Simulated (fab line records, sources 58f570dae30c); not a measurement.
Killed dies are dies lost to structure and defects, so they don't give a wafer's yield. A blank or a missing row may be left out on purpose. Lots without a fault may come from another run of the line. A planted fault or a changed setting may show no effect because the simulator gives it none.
Which tool did it? | flow berkeley_cmos170 | 15 lots, 45 wafers sampled, at 5 steps of a route of 331

WHAT THE GAUGES READ, wafer by wafer
UCB170_ACTIVE_THK_MEAS_03.
lot  | measured    | on            | ACTIVE_OXIDE_THK (nm)
L949 | day 4 15:23 | film_metro-04 | 26.3 26.2 26.6
L950 | day 4 21:29 | film_metro-04 | 26.5 26.5 26.8
L952 | day 5 07:31 | film_metro-03 | 25.3 25.6 25.6
L953 | day 5 14:22 | film_metro-01 | 26.4 26.7 26.5
L955 | day 6 08:34 | film_metro-04 | 26.5 27.1 26.5
L960 | day 6 22:31 | film_metro-04 | 26.3 26.2 26.4
L961 | day 7 11:58 | film_metro-04 | 26.5 26.1 26.4
L963 | day 7 18:36 | film_metro-03 | 26.4 26.4 26.5
L964 | day 7 18:37 | film_metro-04 | 26.2 26.3 26.4
L970 | day 8 16:47 | film_metro-03 | 26.0 25.8 26.0
L968 | day 8 16:56 | film_metro-03 | 26.4 26.6 26.1
L965 | day 8 16:58 | film_metro-03 | 25.4 25.9 26.1
L967 | day 8 23:20 | film_metro-01 | 27.2 27.1 27.7
L969 | day 8 23:23 | film_metro-01 | 26.7 26.6 26.0
L971 | day 9 06:56 | film_metro-03 | 26.2 25.7 25.6

UCB170_ACTIVE_THK_MEAS_06.
lot  | measured    | on            | ACTIVE_NITRIDE_THK (nm)
L949 | day 4 23:58 | film_metro-03 | 219.3 219.2 221.8
L950 | day 5 05:29 | film_metro-04 | 216.8 216.4 216.1
L952 | day 5 14:55 | film_metro-03 | 220.3 220.4 218.4
L953 | day 6 01:19 | film_metro-03 | 218.4 218.1 219.1
L955 | day 6 17:04 | film_metro-01 | 220.8 219.9 219.9
L960 | day 7 04:26 | film_metro-03 | 221.1 219.8 219.9
L961 | day 7 21:02 | film_metro-03 | 219.5 219.5 217.6
L963 | day 8 02:19 | film_metro-04 | 221.1 223.4 222.3
L964 | day 8 02:20 | film_metro-01 | 218.1 217.1 220.0
L970 | day 9 00:49 | film_metro-03 | 217.6 217.0 217.2
L968 | day 9 00:54 | film_metro-01 | 221.5 222.2 218.9
L965 | day 9 00:49 | film_metro-01 | 220.0 220.4 222.5
L967 | day 9 07:12 | film_metro-03 | 220.1 221.1 221.2
L969 | day 9 07:11 | film_metro-01 | 223.6 222.3 221.6
L971 | day 9 14:37 | film_metro-01 | 220.4 220.4 220.7

UCB170_NVT_TW_MEAS_09.
lot  | measured     | on            | NVT_TW
L949 | day 6 21:13  | film_metro-04 | 533 534 537
L950 | day 6 21:29  | film_metro-03 | 517 519 521
L952 | day 7 09:16  | film_metro-03 | 460 461 464
L953 | day 7 21:11  | film_metro-02 | 468 470 467
L955 | day 8 07:48  | film_metro-04 | 473 472 468
L960 | day 8 13:24  | film_metro-03 | 521 518 520
L961 | day 9 12:26  | film_metro-02 | 530 531 526
L963 | day 9 17:35  | film_metro-02 | 527 527 525
L964 | day 9 17:22  | film_metro-02 | 527 524 529
L970 | day 10 14:16 | film_metro-02 | 529 529 528
L968 | day 10 15:01 | film_metro-02 | 525 528 528
L965 | day 10 14:50 | film_metro-03 | 519 522 519
L967 | day 10 21:36 | film_metro-02 | 529 528 528
L969 | day 10 21:50 | film_metro-03 | 519 521 520
L971 | day 11 06:51 | film_metro-04 | 532 530 533

UCB170_GATE_THK_MEAS_02.
lot  | measured     | on            | GATE_OXIDE_THK (nm)
L949 | day 7 07:00  | film_metro-01 | 6.58 6.54 6.42
L950 | day 7 07:00  | film_metro-02 | 6.57 6.58 6.55
L952 | day 7 16:08  | film_metro-01 | 6.58 6.60 6.62
L953 | day 8 08:04  | film_metro-02 | 7.06 6.90 6.96
L955 | day 8 15:30  | film_metro-01 | 6.30 6.45 6.50
L960 | day 8 22:20  | film_metro-01 | 6.66 6.87 6.78
L961 | day 9 20:14  | film_metro-02 | 6.54 6.48 6.47
L963 | day 10 01:45 | film_metro-01 | 6.61 6.54 6.48
L964 | day 10 01:46 | film_metro-04 | 6.82 6.74 6.78
L970 | day 10 21:37 | film_metro-04 | 6.73 6.79 6.77
L968 | day 10 21:43 | film_metro-02 | 6.68 6.73 6.65
L965 | day 10 21:38 | film_metro-02 | 6.64 6.75 6.67
L967 | day 11 05:53 | film_metro-04 | 6.64 6.76 6.74
L969 | day 11 05:52 | film_metro-01 | 6.67 6.65 6.62
L971 | day 11 12:25 | film_metro-02 | 6.75 6.79 6.75

WHICH TOOL RAN EACH LOT (tool, then ch and the chambers of the sampled wafers, then the start)
lot  | UCB170_NVT_IMPLANT_07
L949 | implanter-02 ch 0, day 6 20:58
L950 | implanter-01 ch 0, day 6 21:14
L952 | implanter-02 ch 0, day 7 09:02
L953 | implanter-02 ch 0, day 7 20:57
L955 | implanter-02 ch 0, day 8 07:35
L960 | implanter-03 ch 0, day 8 13:10
L961 | implanter-01 ch 0, day 9 12:12
L963 | implanter-03 ch 0, day 9 17:20
L964 | implanter-01 ch 0, day 9 17:09
L970 | implanter-02 ch 0, day 10 14:01
L968 | implanter-01 ch 0, day 10 14:48
L965 | implanter-02 ch 0, day 10 14:35
L967 | implanter-02 ch 0, day 10 21:23
L969 | implanter-01 ch 0, day 10 21:35
L971 | implanter-01 ch 0, day 11 06:36
- UCB170_NVT_IMPLANT_07

WHAT THE TOOLS THEMSELVES READ (means of the sampled wafers that have a number; where no wafer has one, the mark that the record gives instead)
UCB170_NVT_IMPLANT_07.
lot  | tool         | dose_ions_cm2 | faraday_current_uA
L949 | implanter-02 | 3e+12         | 9.66
L950 | implanter-01 | 3e+12         | 9.88
L952 | implanter-02 | 2e+12         | 6.43
L953 | implanter-02 | 2e+12         | 6.40
L955 | implanter-02 | 2e+12         | 6.46
L960 | implanter-03 | 3e+12         | 9.41
L961 | implanter-01 | 3e+12         | 9.44
L963 | implanter-03 | 3e+12         | 9.43
L964 | implanter-01 | 3e+12         | 9.35
L970 | implanter-02 | 3e+12         | 9.47
L968 | implanter-01 | 3e+12         | 9.44
L965 | implanter-02 | 3e+12         | 9.68
L967 | implanter-02 | 3e+12         | 9.60
L969 | implanter-01 | 3e+12         | 9.27
L971 | implanter-01 | 3e+12         | 9.44

THE ANSWER, worked out from the rows above alone
Rule: what is usual is taken from the lots themselves. Put in order of their means at a reading, lots are off if they are a third of the lots or fewer, leave a main group of 4 or more, and stand apart from it by a gap of 3 or more times the standard deviation of the main group's means; of several such gaps the widest counts. A main group whose means are all the same, to the digits that the tables above print for the reading, isn't used. A lot without any number at a reading at which 4 lots or more have one is off too. The other lots that the step has rows for count as sound. The gauges are gone through in route order, then the tools' own readings, and for those a lot's mean is taken as printed above. The first step at which some lot is off is used, and at that step the reading that is off furthest; a lot without a number counts as furthest.
Off: L952, L953, L955, at UCB170_NVT_TW_MEAS_09 (NVT_TW). The main group: mean 526, standard deviation 4.9.
A tool fits if, at a process step before that reading, it ran every lot that is off, and no sound lot after the first of them. The gauges at UCB170_NVT_TW_MEAS_09 aren't tried: what is off there is off at UCB170_NVT_IMPLANT_07 too, on other tools, and a gauge's error can't cause that. None of those tried fits.

WHAT THE SIMULATOR HAD PUT IN
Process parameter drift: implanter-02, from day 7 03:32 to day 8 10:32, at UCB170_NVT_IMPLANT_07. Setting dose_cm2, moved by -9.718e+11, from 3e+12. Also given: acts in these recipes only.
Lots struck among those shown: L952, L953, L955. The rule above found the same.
